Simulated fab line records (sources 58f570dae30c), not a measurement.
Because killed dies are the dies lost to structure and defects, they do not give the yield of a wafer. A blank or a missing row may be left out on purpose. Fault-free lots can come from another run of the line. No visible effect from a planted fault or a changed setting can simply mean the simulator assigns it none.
Problem report, 8D (eight disciplines) form, completed by code    flow berkeley_cmos170    the parts of the form that need people (team, actions taken, sign-off) are left out

== 1. WHAT IS WRONG ==
Wafers without a fault read 100.00 C, standard deviation 0.13; prime_temp_c at UCB170_ZERO_HMDS_00 reads a mean of 95.90 C on 6 wafers belonging to 2 lots. Relative to the usual mean, that is a shift of -32 standard deviations.
The step: prime time 60 s.
First observed at day 4 00:36: wafer L988.1, on litho_track-03. At this step, 42 wafers from 14 lots have a number in the record. Rule for "out" (also "out of limits"): further than 4 standard deviations from the usual mean. All remaining wafers that have a number are taken as sound.

== 2. WHAT IT IS AND WHAT IT IS NOT ==
question                     is                      is not
which readings at this step  prime_temp_c            -
which lots                   L988, L989              L100, L101, L978, L979, L981, L982, L990, L991, L995, L996, L997, L999
which wafers of those lots   all that have a number  -
read on which tools          litho_track-03          litho_track-01, litho_track-02
when                         from day 4 00:36        up to then (12 sound wafers); but 24 sound wafers of L100, L101, L990, L991, L995, L996, L997, L999 came after

== 3. SUSPECTS, AND WHAT RULES EACH OUT ==
Counting: a tool at any process step up to the reading remains a suspect when it ran all the lots that are out and ran no sound lot after the first of those.
- litho_track-03 at UCB170_ZERO_HMDS_00 (prime time 60 s): kept. Every lot that is out went through it, starting with L988 (day 4 00:36), and after that it ran no sound lot; the last sound lot it ran before then is L982 (day 2 14:49). Out on those wafers are its own readings of prime_temp_c.
After counting, what remains is litho_track-03 at UCB170_ZERO_HMDS_00.

== 4. THE CAUSE (what the simulator had put in) ==
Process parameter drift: litho_track-03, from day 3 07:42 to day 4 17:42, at UCB170_ZERO_HMDS_00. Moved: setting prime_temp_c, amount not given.
The count eliminated every tool but this one.

== 5. THE CHAIN OF EFFECTS, in route order ==
Each row: a reading whose mean over the struck wafers that have a number lies more than 3 standard deviations from the usual. Scope: only readings with a usual standard deviation given in the record; hours: median across lots of the time from each lot's start at the first step in this table that gives one to its start at this step; sigmas: change in usual standard deviations.
hours  step                 reading       usual     on struck wafers  change  sigmas
0      UCB170_ZERO_HMDS_00  prime_temp_c  100.00 C  95.90             -4.10   -32
Here are the process steps it includes:
- UCB170_ZERO_HMDS_00: prime time 60 s.
At these later measuring or inspecting steps, every struck wafer for which the step has a row has a number for every such reading, and none has moved that far: UCB170_PFIELD_TW_MEAS_09, UCB170_NVT_TW_MEAS_09.

== 6. WHAT WOULD HAVE CAUGHT IT SOONER ==
First out-of-limits reading in this record: day 4 00:36, which is 17 hours after fault onset at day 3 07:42.
